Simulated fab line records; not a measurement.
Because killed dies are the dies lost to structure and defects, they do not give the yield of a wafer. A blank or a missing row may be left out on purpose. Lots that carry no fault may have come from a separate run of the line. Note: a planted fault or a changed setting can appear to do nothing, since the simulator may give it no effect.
fab line records :: flow berkeley-cmos170 :: part 2 of 2: steps 27 to 36 of 36
record
  lots=5
  wafers=15
  last-day=13
route steps=331 shown PWELL@54 WELLDRIVE@55 ACTIVE@60 PFIELD@79 FIELD@89
lots that met no fault: from a run of the same line without faults
start-h: hours from the record's opening day to when the first of the lot's shown wafers began :: wait-h: hours elapsed since this lot's preceding step :: " repeats the value in the row above :: L1.1+2: a single row standing in for several wafers :: - value missing, or start not given :: * or withheld: withheld :: < > ~ a bound
route shown NAME@n: names a module that has steps shown in the file, with the first one's number in the route :: usual: mean/standard deviation taken from wafers without a fault :: same: alike in all rows :: chamber/n: place in a boat :: sites: each site's reading :: _std_site: their standard deviation :: _edge_site: the outer-site mean with the inner-site mean subtracted :: radius-mm: how far each site lies from the wafer's centre :: mask NAME#n: copy n :: behind: the most recent tool/chamber to have shaped the wafer :: hold: reason for holding the lot/hours on hold/outcome of the hold :: device: the n, p or np transistor that did not switch :: end of line: the tests these same wafers got at the end of their route :: a step with no rows: only its recipe :: killed: the dies lost at the first sort to structure and to defects; this is not the yield of the wafer :: map: the dies of a wafer, with x for killed, . for not killed, _ for no die there
set.NAME: the setting as run; set.NAME@STEP: as run at that earlier step :: model.NAME: the simulator's own value behind a step, which no gauge read
lots seen at some steps along the route; tables by step, rows by wafer
services: when a tool's chamber went out of use (start-h, in hours from the record's first day, below 0 if earlier), for how many hours, and the reason
## steps
# step UCB170_PFIELD_COAT_01
# recipe
  resist=KrF
  spin-rpm=1500
  resist-thk-nm=900
# usual
  resist-line-temp-C=23.04/0.092
lot.wafer: L075.1
tool: litho-track-03
chamber: 0
start-h: 111.05
wait-h: 0.1
resist-line-temp-C: 22.91

lot.wafer: L075.2
tool: litho-track-03
chamber: 0
start-h: 111.05
wait-h: 0.1
resist-line-temp-C: 22.97

lot.wafer: L075.4
tool: litho-track-03
chamber: 0
start-h: 111.05
wait-h: 0.1
resist-line-temp-C: 22.97

lot.wafer: L078.1
tool: litho-track-01
chamber: 0
start-h: 131.54
wait-h: 0.1
resist-line-temp-C: 23.08

lot.wafer: L078.4
tool: litho-track-01
chamber: 0
start-h: 131.54
wait-h: 0.1
resist-line-temp-C: 22.98

lot.wafer: L078.6
tool: litho-track-01
chamber: 0
start-h: 131.54
wait-h: 0.1
resist-line-temp-C: 22.89

lot.wafer: L089.1
tool: litho-track-02
chamber: 0
start-h: 162.29
wait-h: 0.1
resist-line-temp-C: 23.05

lot.wafer: L089.2
tool: litho-track-02
chamber: 0
start-h: 162.29
wait-h: 0.1
resist-line-temp-C: 23.00

lot.wafer: L089.5
tool: litho-track-02
chamber: 0
start-h: 162.29
wait-h: 0.1
resist-line-temp-C: 22.97

lot.wafer: L092.1
tool: litho-track-02
chamber: 0
start-h: 186.90
wait-h: 0.1
resist-line-temp-C: 23.11

lot.wafer: L092.2
tool: litho-track-02
chamber: 0
start-h: 186.90
wait-h: 0.1
resist-line-temp-C: 23.03

lot.wafer: L092.4
tool: litho-track-02
chamber: 0
start-h: 186.90
wait-h: 0.1
resist-line-temp-C: 23.04

lot.wafer: L096.1
tool: litho-track-03
chamber: 0
start-h: 209.48
wait-h: 0.1
resist-line-temp-C: 22.95

lot.wafer: L096.5
tool: litho-track-03
chamber: 0
start-h: 209.48
wait-h: 0.1
resist-line-temp-C: 23.03

lot.wafer: L096.6
tool: litho-track-03
chamber: 0
start-h: 209.48
wait-h: 0.1
resist-line-temp-C: 22.99
# step UCB170_PFIELD_SOFTBAKE_02
# recipe
  resist=KrF
  temp-c=130
  time-s=60
# usual
  heater-power-total-W=56.80/0.046
  plate-temp-C=130.00/0.13
  resist-line-temp-C=23.00/0.11
lot.wafer: L075.1
tool: litho-track-03
chamber: 0
start-h: 111.20
wait-h: 0.1
heater-power-total-W: 56.81
plate-temp-C: 130.03
resist-line-temp-C: 23.01

lot.wafer: L075.2
tool: litho-track-03
chamber: 0
start-h: 111.20
wait-h: 0.1
heater-power-total-W: 56.75
plate-temp-C: 130.22
resist-line-temp-C: 23.11

lot.wafer: L075.4
tool: litho-track-03
chamber: 0
start-h: 111.20
wait-h: 0.1
heater-power-total-W: 56.83
plate-temp-C: 129.75
resist-line-temp-C: 23.16

lot.wafer: L078.1
tool: litho-track-01
chamber: 0
start-h: 131.69
wait-h: 0.1
heater-power-total-W: 56.81
plate-temp-C: 130.04
resist-line-temp-C: 22.89

lot.wafer: L078.4
tool: litho-track-01
chamber: 0
start-h: 131.69
wait-h: 0.1
heater-power-total-W: 56.79
plate-temp-C: 129.98
resist-line-temp-C: 22.66

lot.wafer: L078.6
tool: litho-track-01
chamber: 0
start-h: 131.69
wait-h: 0.1
heater-power-total-W: 56.80
plate-temp-C: 130.01
resist-line-temp-C: 22.80

lot.wafer: L089.1
tool: litho-track-02
chamber: 0
start-h: 162.44
wait-h: 0.1
heater-power-total-W: 56.81
plate-temp-C: 129.94
resist-line-temp-C: 22.97

lot.wafer: L089.2
tool: litho-track-02
chamber: 0
start-h: 162.44
wait-h: 0.1
heater-power-total-W: 56.78
plate-temp-C: 130.23
resist-line-temp-C: 23.13

lot.wafer: L089.5
tool: litho-track-02
chamber: 0
start-h: 162.44
wait-h: 0.1
heater-power-total-W: 56.72
plate-temp-C: 129.91
resist-line-temp-C: 22.97

lot.wafer: L092.1
tool: litho-track-02
chamber: 0
start-h: 187.05
wait-h: 0.1
heater-power-total-W: 56.86
plate-temp-C: 130.08
resist-line-temp-C: 23.12

lot.wafer: L092.2
tool: litho-track-02
chamber: 0
start-h: 187.05
wait-h: 0.1
heater-power-total-W: 56.90
plate-temp-C: 129.68
resist-line-temp-C: 23.00

lot.wafer: L092.4
tool: litho-track-02
chamber: 0
start-h: 187.05
wait-h: 0.1
heater-power-total-W: 56.82
plate-temp-C: 129.94
resist-line-temp-C: 22.99

lot.wafer: L096.1
tool: litho-track-03
chamber: 0
start-h: 209.63
wait-h: 0.1
heater-power-total-W: 56.80
plate-temp-C: 130.01
resist-line-temp-C: 23.14

lot.wafer: L096.5
tool: litho-track-03
chamber: 0
start-h: 209.63
wait-h: 0.1
heater-power-total-W: 56.74
plate-temp-C: 130.17
resist-line-temp-C: 23.17

lot.wafer: L096.6
tool: litho-track-03
chamber: 0
start-h: 209.63
wait-h: 0.1
heater-power-total-W: 56.86
plate-temp-C: 129.97
resist-line-temp-C: 23.14
# step UCB170_PFIELD_EXPOSE_03
# recipe
  mask-id=PFIELD
  na=0.5
  sigma-outer=0.6
  source-shape=conventional
  target-cd-nm=1500
  dose-mj=30
lot.wafer: L075.1+2+4
tool: krf-scanner-01
chamber: 0
start-h: 111.71
wait-h: 0.5
mask: PFIELD#0

lot.wafer: L078.1+4+6
tool: krf-scanner-01
chamber: 0
start-h: 131.86
wait-h: 0.1
mask: PFIELD#0

lot.wafer: L089.1+2+5
tool: krf-scanner-02
chamber: 0
start-h: 162.59
wait-h: 0.1
mask: PFIELD#0

lot.wafer: L092.1+2+4
tool: krf-scanner-02
chamber: 0
start-h: 187.20
wait-h: 0.1
mask: PFIELD#0

lot.wafer: L096.1+5+6
tool: krf-scanner-01
chamber: 0
start-h: 209.90
wait-h: 0.2
mask: PFIELD#0
# step UCB170_PFIELD_PEB_04
# recipe
  peb-temp-c=130
  peb-time-s=withheld
  resist=KrF
# usual
  heater-power-total-W=56.80/0.046
  plate-temp-C=130.01/0.13
  resist-line-temp-C=22.99/0.094
lot.wafer: L075.1
tool: litho-track-03
chamber: 0
start-h: 111.96
wait-h: 0.2
heater-power-total-W: 56.88
plate-temp-C: 130.28
resist-line-temp-C: 22.92

lot.wafer: L075.2
tool: litho-track-03
chamber: 0
start-h: 111.96
wait-h: 0.2
heater-power-total-W: 56.70
plate-temp-C: 129.85
resist-line-temp-C: 22.98

lot.wafer: L075.4
tool: litho-track-03
chamber: 0
start-h: 111.96
wait-h: 0.2
heater-power-total-W: 56.80
plate-temp-C: 129.88
resist-line-temp-C: 22.98

lot.wafer: L078.1
tool: litho-track-02
chamber: 0
start-h: 132.29
wait-h: 0.4
heater-power-total-W: 56.82
plate-temp-C: 129.90
resist-line-temp-C: 23.02

lot.wafer: L078.4
tool: litho-track-02
chamber: 0
start-h: 132.29
wait-h: 0.4
heater-power-total-W: 56.80
plate-temp-C: 130.03
resist-line-temp-C: 22.92

lot.wafer: L078.6
tool: litho-track-02
chamber: 0
start-h: 132.29
wait-h: 0.4
heater-power-total-W: 56.84
plate-temp-C: 130.00
resist-line-temp-C: 23.01

lot.wafer: L089.1
tool: litho-track-02
chamber: 0
start-h: 162.71
wait-h: 0.1
heater-power-total-W: 56.74
plate-temp-C: 129.72
resist-line-temp-C: 23.02

lot.wafer: L089.2
tool: litho-track-02
chamber: 0
start-h: 162.71
wait-h: 0.1
heater-power-total-W: 56.83
plate-temp-C: 130.12
resist-line-temp-C: 22.94

lot.wafer: L089.5
tool: litho-track-02
chamber: 0
start-h: 162.71
wait-h: 0.1
heater-power-total-W: 56.75
plate-temp-C: 130.18
resist-line-temp-C: 23.14

lot.wafer: L092.1
tool: litho-track-02
chamber: 0
start-h: 187.65
wait-h: 0.4
heater-power-total-W: 56.80
plate-temp-C: 129.96
resist-line-temp-C: 23.19

lot.wafer: L092.2
tool: litho-track-02
chamber: 0
start-h: 187.65
wait-h: 0.4
heater-power-total-W: 56.82
plate-temp-C: 130.03
resist-line-temp-C: 23.14

lot.wafer: L092.4
tool: litho-track-02
chamber: 0
start-h: 187.65
wait-h: 0.4
heater-power-total-W: 56.76
plate-temp-C: 130.15
resist-line-temp-C: 23.08

lot.wafer: L096.1
tool: litho-track-03
chamber: 0
start-h: 210.50
wait-h: 0.6
heater-power-total-W: 56.76
plate-temp-C: 129.87
resist-line-temp-C: 22.96

lot.wafer: L096.5
tool: litho-track-03
chamber: 0
start-h: 210.50
wait-h: 0.6
heater-power-total-W: 56.82
plate-temp-C: 130.00
resist-line-temp-C: 22.97

lot.wafer: L096.6
tool: litho-track-03
chamber: 0
start-h: 210.50
wait-h: 0.6
heater-power-total-W: 56.82
plate-temp-C: 129.96
resist-line-temp-C: 23.17
# step UCB170_PFIELD_DEVELOP_05
# recipe
  developer=TMAH
  develop-time-s=45
  resist=KrF
  dev-temp-c=21
# usual
  developer-temp-C=20.98/0.098
  resist-line-temp-C=22.99/0.11
# same
  develop-time-s=45
lot.wafer: L075.1
tool: litho-track-03
chamber: 0
start-h: -
wait-h: -
developer-temp-C: 20.90
resist-line-temp-C: 22.99

lot.wafer: L075.2
tool: litho-track-03
chamber: 0
start-h: -
wait-h: -
developer-temp-C: 20.96
resist-line-temp-C: 23.07

lot.wafer: L075.4
tool: litho-track-03
chamber: 0
start-h: -
wait-h: -
developer-temp-C: 20.80
resist-line-temp-C: 23.14

lot.wafer: L078.1
tool: litho-track-02
chamber: 0
start-h: -
wait-h: -
developer-temp-C: 20.97
resist-line-temp-C: 23.24

lot.wafer: L078.4
tool: litho-track-02
chamber: 0
start-h: -
wait-h: -
developer-temp-C: 20.93
resist-line-temp-C: 23.17

lot.wafer: L078.6
tool: litho-track-02
chamber: 0
start-h: -
wait-h: -
developer-temp-C: 20.85
resist-line-temp-C: 23.02

lot.wafer: L089.1
tool: litho-track-02
chamber: 0
start-h: -
wait-h: -
developer-temp-C: 20.95
resist-line-temp-C: 22.97

lot.wafer: L089.2
tool: litho-track-02
chamber: 0
start-h: -
wait-h: -
developer-temp-C: 21.00
resist-line-temp-C: 23.16

lot.wafer: L089.5
tool: litho-track-02
chamber: 0
start-h: -
wait-h: -
developer-temp-C: 20.89
resist-line-temp-C: 22.86

lot.wafer: L092.1
tool: litho-track-02
chamber: 0
start-h: -
wait-h: -
developer-temp-C: 21.09
resist-line-temp-C: 22.90

lot.wafer: L092.2
tool: litho-track-02
chamber: 0
start-h: -
wait-h: -
developer-temp-C: 20.90
resist-line-temp-C: 23.19

lot.wafer: L092.4
tool: litho-track-02
chamber: 0
start-h: -
wait-h: -
developer-temp-C: 20.81
resist-line-temp-C: 23.06

lot.wafer: L096.1
tool: litho-track-03
chamber: 0
start-h: -
wait-h: -
developer-temp-C: 21.08
resist-line-temp-C: 22.84

lot.wafer: L096.5
tool: litho-track-03
chamber: 0
start-h: -
wait-h: -
developer-temp-C: 21.02
resist-line-temp-C: 22.98

lot.wafer: L096.6
tool: litho-track-03
chamber: 0
start-h: -
wait-h: -
developer-temp-C: 20.99
resist-line-temp-C: 23.07
# step UCB170_PFIELD_OVL_MEAS_06
# usual
  PFIELD_OVL=1/5.7
lot.wafer: L075.1
tool: overlay-01
chamber: -
start-h: 112.24
wait-h: -
PFIELD_OVL[nm]: 1

lot.wafer: L075.2
tool: overlay-01
chamber: -
start-h: 112.24
wait-h: -
PFIELD_OVL[nm]: 8

lot.wafer: L075.4
tool: overlay-01
chamber: -
start-h: 112.24
wait-h: -
PFIELD_OVL[nm]: 7

lot.wafer: L078.1
tool: overlay-01
chamber: -
start-h: 132.57
wait-h: -
PFIELD_OVL[nm]: 16

lot.wafer: L078.4
tool: overlay-01
chamber: -
start-h: 132.57
wait-h: -
PFIELD_OVL[nm]: 4

lot.wafer: L078.6
tool: overlay-01
chamber: -
start-h: 132.57
wait-h: -
PFIELD_OVL[nm]: 7

lot.wafer: L089.1
tool: overlay-01
chamber: -
start-h: 162.98
wait-h: -
PFIELD_OVL[nm]: -4

lot.wafer: L089.2
tool: overlay-01
chamber: -
start-h: 162.98
wait-h: -
PFIELD_OVL[nm]: -1

lot.wafer: L089.5
tool: overlay-01
chamber: -
start-h: 162.98
wait-h: -
PFIELD_OVL[nm]: -2

lot.wafer: L092.1
tool: overlay-01
chamber: -
start-h: 187.92
wait-h: -
PFIELD_OVL[nm]: 0

lot.wafer: L092.2
tool: overlay-01
chamber: -
start-h: 187.92
wait-h: -
PFIELD_OVL[nm]: 4

lot.wafer: L092.4
tool: overlay-01
chamber: -
start-h: 187.92
wait-h: -
PFIELD_OVL[nm]: 2

lot.wafer: L096.1
tool: overlay-02
chamber: -
start-h: 210.78
wait-h: -
PFIELD_OVL[nm]: 10

lot.wafer: L096.5
tool: overlay-02
chamber: -
start-h: 210.78
wait-h: -
PFIELD_OVL[nm]: 14

lot.wafer: L096.6
tool: overlay-02
chamber: -
start-h: 210.78
wait-h: -
PFIELD_OVL[nm]: 5
# step UCB170_PFIELD_IMPLANT_07
# recipe
  species=B
  dose-cm2=2e+13
  energy-kev=80.63
  tilt-deg=7
lot.wafer: L075.1+2+4
tool: implanter-01
chamber: 0
start-h: 112.28
wait-h: 0.0

lot.wafer: L078.1+4+6
tool: implanter-02
chamber: 0
start-h: 132.60
wait-h: 0.0

lot.wafer: L089.1+2+5
tool: implanter-04
chamber: 0
start-h: 163.02
wait-h: 0.0

lot.wafer: L092.1+2+4
tool: implanter-04
chamber: 0
start-h: 187.96
wait-h: 0.0

lot.wafer: L096.1+5+6
tool: implanter-01
chamber: 0
start-h: 210.81
wait-h: 0.0
# step UCB170_PFIELD_STRIP_08
# recipe
  chemistry=O2
  power-w=400
  pressure-mtorr=3500
  platen-temp-c=withheld
  o2-flow-sccm=400
  overash-fraction=0.5
# usual
  drypump-motor-current-A=6.0/0.49
  oes-product-au=0.734/0.0048
  strip-time-to-endpoint-s=21.62/0.055
lot.wafer: L075.1
tool: plasma-asher-04
chamber: 0
start-h: 112.44
wait-h: 0.1
drypump-motor-current-A: 6.6
oes-product-au: 0.735
rf-hours-counter-h: 34
strip-time-to-endpoint-s: 21.61

lot.wafer: L075.2
tool: plasma-asher-04
chamber: 1
start-h: 112.44
wait-h: 0.1
drypump-motor-current-A: 6.1
oes-product-au: 0.734
rf-hours-counter-h: 34
strip-time-to-endpoint-s: 21.57

lot.wafer: L075.4
tool: plasma-asher-04
chamber: 1
start-h: 112.44
wait-h: 0.1
drypump-motor-current-A: 6.1
oes-product-au: 0.732
rf-hours-counter-h: -
strip-time-to-endpoint-s: 21.60

lot.wafer: L078.1
tool: plasma-asher-03
chamber: 1
start-h: 132.75
wait-h: 0.1
drypump-motor-current-A: 5.3
oes-product-au: 0.734
rf-hours-counter-h: 36
strip-time-to-endpoint-s: 21.59

lot.wafer: L078.4
tool: plasma-asher-03
chamber: 0
start-h: 132.75
wait-h: 0.1
drypump-motor-current-A: 5.6
oes-product-au: 0.731
rf-hours-counter-h: -
strip-time-to-endpoint-s: 21.55

lot.wafer: L078.6
tool: plasma-asher-03
chamber: 1
start-h: 132.75
wait-h: 0.1
drypump-motor-current-A: 5.3
oes-product-au: 0.729
rf-hours-counter-h: -
strip-time-to-endpoint-s: 21.64

lot.wafer: L089.1
tool: plasma-asher-04
chamber: 0
start-h: 163.17
wait-h: 0.1
drypump-motor-current-A: 6.6
oes-product-au: 0.732
rf-hours-counter-h: 39
strip-time-to-endpoint-s: 21.64

lot.wafer: L089.2
tool: plasma-asher-04
chamber: 1
start-h: 163.17
wait-h: 0.1
drypump-motor-current-A: 6.1
oes-product-au: 0.733
rf-hours-counter-h: 39
strip-time-to-endpoint-s: 21.61

lot.wafer: L089.5
tool: plasma-asher-04
chamber: 0
start-h: 163.17
wait-h: 0.1
drypump-motor-current-A: 6.6
oes-product-au: 0.727
rf-hours-counter-h: -
strip-time-to-endpoint-s: 21.51

lot.wafer: L092.1
tool: plasma-asher-04
chamber: 1
start-h: 188.11
wait-h: 0.1
drypump-motor-current-A: 6.1
oes-product-au: 0.736
rf-hours-counter-h: 42
strip-time-to-endpoint-s: 21.62

lot.wafer: L092.2
tool: plasma-asher-04
chamber: 0
start-h: 188.11
wait-h: 0.1
drypump-motor-current-A: 6.6
oes-product-au: 0.734
rf-hours-counter-h: 42
strip-time-to-endpoint-s: 21.70

lot.wafer: L092.4
tool: plasma-asher-04
chamber: 1
start-h: 188.11
wait-h: 0.1
drypump-motor-current-A: 6.1
oes-product-au: 0.742
rf-hours-counter-h: -
strip-time-to-endpoint-s: 21.66

lot.wafer: L096.1
tool: plasma-asher-04
chamber: 1
start-h: 210.96
wait-h: 0.1
drypump-motor-current-A: 6.1
oes-product-au: 0.738
rf-hours-counter-h: 44
strip-time-to-endpoint-s: 21.51

lot.wafer: L096.5
tool: plasma-asher-04
chamber: 1
start-h: 210.96
wait-h: 0.1
drypump-motor-current-A: 6.1
oes-product-au: 0.735
rf-hours-counter-h: -
strip-time-to-endpoint-s: 21.57

lot.wafer: L096.6
tool: plasma-asher-04
chamber: 0
start-h: 210.96
wait-h: 0.1
drypump-motor-current-A: 6.6
oes-product-au: 0.737
rf-hours-counter-h: -
strip-time-to-endpoint-s: 21.54
# step UCB170_PFIELD_TW_MEAS_09
# usual
  PFIELD_TW=603.3/2.5
lot.wafer: L075.1
tool: film-metro-03
chamber: -
start-h: 112.54
wait-h: 0.1
PFIELD_TW: 607.1

lot.wafer: L075.2
tool: film-metro-03
chamber: -
start-h: 112.54
wait-h: 0.1
PFIELD_TW: 607.3

lot.wafer: L075.4
tool: film-metro-03
chamber: -
start-h: 112.54
wait-h: 0.1
PFIELD_TW: 607.3

lot.wafer: L078.1
tool: film-metro-04
chamber: -
start-h: 132.85
wait-h: 0.1
PFIELD_TW: 604.3

lot.wafer: L078.4
tool: film-metro-04
chamber: -
start-h: 132.85
wait-h: 0.1
PFIELD_TW: 608.3

lot.wafer: L078.6
tool: film-metro-04
chamber: -
start-h: 132.85
wait-h: 0.1
PFIELD_TW: 604.7

lot.wafer: L089.1
tool: film-metro-04
chamber: -
start-h: 163.27
wait-h: 0.1
PFIELD_TW: 604.5

lot.wafer: L089.2
tool: film-metro-04
chamber: -
start-h: 163.27
wait-h: 0.1
PFIELD_TW: 604.6

lot.wafer: L089.5
tool: film-metro-04
chamber: -
start-h: 163.27
wait-h: 0.1
PFIELD_TW: 609.4

lot.wafer: L092.1
tool: film-metro-01
chamber: -
start-h: 188.21
wait-h: 0.1
PFIELD_TW: 606.4

lot.wafer: L092.2
tool: film-metro-01
chamber: -
start-h: 188.21
wait-h: 0.1
PFIELD_TW: 598.5

lot.wafer: L092.4
tool: film-metro-01
chamber: -
start-h: 188.21
wait-h: 0.1
PFIELD_TW: 604.9

lot.wafer: L096.1
tool: film-metro-04
chamber: -
start-h: 211.06
wait-h: 0.1
PFIELD_TW: 606.9

lot.wafer: L096.5
tool: film-metro-04
chamber: -
start-h: 211.06
wait-h: 0.1
PFIELD_TW: 604.3

lot.wafer: L096.6
tool: film-metro-04
chamber: -
start-h: 211.06
wait-h: 0.1
PFIELD_TW: 605.1
# step UCB170_FIELD_CLEAN_00
# recipe
  chemistry=dHF
  dilution=25:1
  time-s=7.5
lot.wafer: L075.1+2+4
tool: wet-bench-01
chamber: 1
start-h: 112.60
wait-h: 0.1

lot.wafer: L078.1+4+6
tool: wet-bench-03
chamber: 3
start-h: 132.91
wait-h: 0.1

lot.wafer: L089.1+2+5
tool: wet-bench-01
chamber: 2
start-h: 163.33
wait-h: 0.1

lot.wafer: L092.1+2+4
tool: wet-bench-03
chamber: 2
start-h: 188.56
wait-h: 0.3

lot.wafer: L096.1+5+6
tool: wet-bench-03
chamber: 1
start-h: 211.12
wait-h: 0.1
## services
tool: rie-diel-04
chamber: 0
start-h: 56.38
hours: 8.4
kind: repair

tool: wet-bench-02
chamber: -
start-h: 66.42
hours: 4.4
kind: pm

tool: plasma-asher-03
chamber: -
start-h: 79.18
hours: 5.1
kind: repair

tool: plasma-asher-04
chamber: -
start-h: 80.54
hours: 1.0
kind: repair

tool: furnace-01
chamber: -
start-h: 83.66
hours: 2.3
kind: pm

tool: plasma-asher-04
chamber: -
start-h: 84.98
hours: 2.1
kind: repair

tool: furnace-04
chamber: -
start-h: 94.09
hours: 4.3
kind: pm

tool: plasma-asher-03
chamber: -
start-h: 94.63
hours: 1.6
kind: repair

tool: plasma-asher-03
chamber: -
start-h: 108.79
hours: 9.2
kind: repair

tool: furnace-02
chamber: -
start-h: 110.26
hours: 6.1
kind: pm

tool: plasma-asher-03
chamber: -
start-h: 113.06
hours: 1.4
kind: repair

tool: krf-scanner-01
chamber: -
start-h: 121.84
hours: 0.8
kind: pm

tool: plasma-asher-04
chamber: -
start-h: 127.14
hours: 1.7
kind: repair

tool: plasma-asher-04
chamber: -
start-h: 127.64
hours: 11.0
kind: repair

tool: krf-scanner-02
chamber: -
start-h: 131.25
hours: 1.0
kind: pm

tool: krf-scanner-02
chamber: -
start-h: 157.45
hours: 0.8
kind: pm

tool: krf-scanner-01
chamber: -
start-h: 159.55
hours: 6.1
kind: repair

tool: krf-scanner-01
chamber: -
start-h: 169.62
hours: 2.9
kind: repair

tool: furnace-02
chamber: -
start-h: 178.14
hours: 2.0
kind: pm

tool: krf-scanner-01
chamber: -
start-h: 186.73
hours: 1.0
kind: pm

tool: plasma-asher-04
chamber: -
start-h: 192.81
hours: 0.7
kind: repair

tool: rie-diel-04
chamber: 2
start-h: 196.98
hours: 9.6
kind: repair

tool: krf-scanner-01
chamber: -
start-h: 203.41
hours: 0.8
kind: pm

tool: krf-scanner-01
chamber: -
start-h: 205.16
hours: 1.3
kind: pm
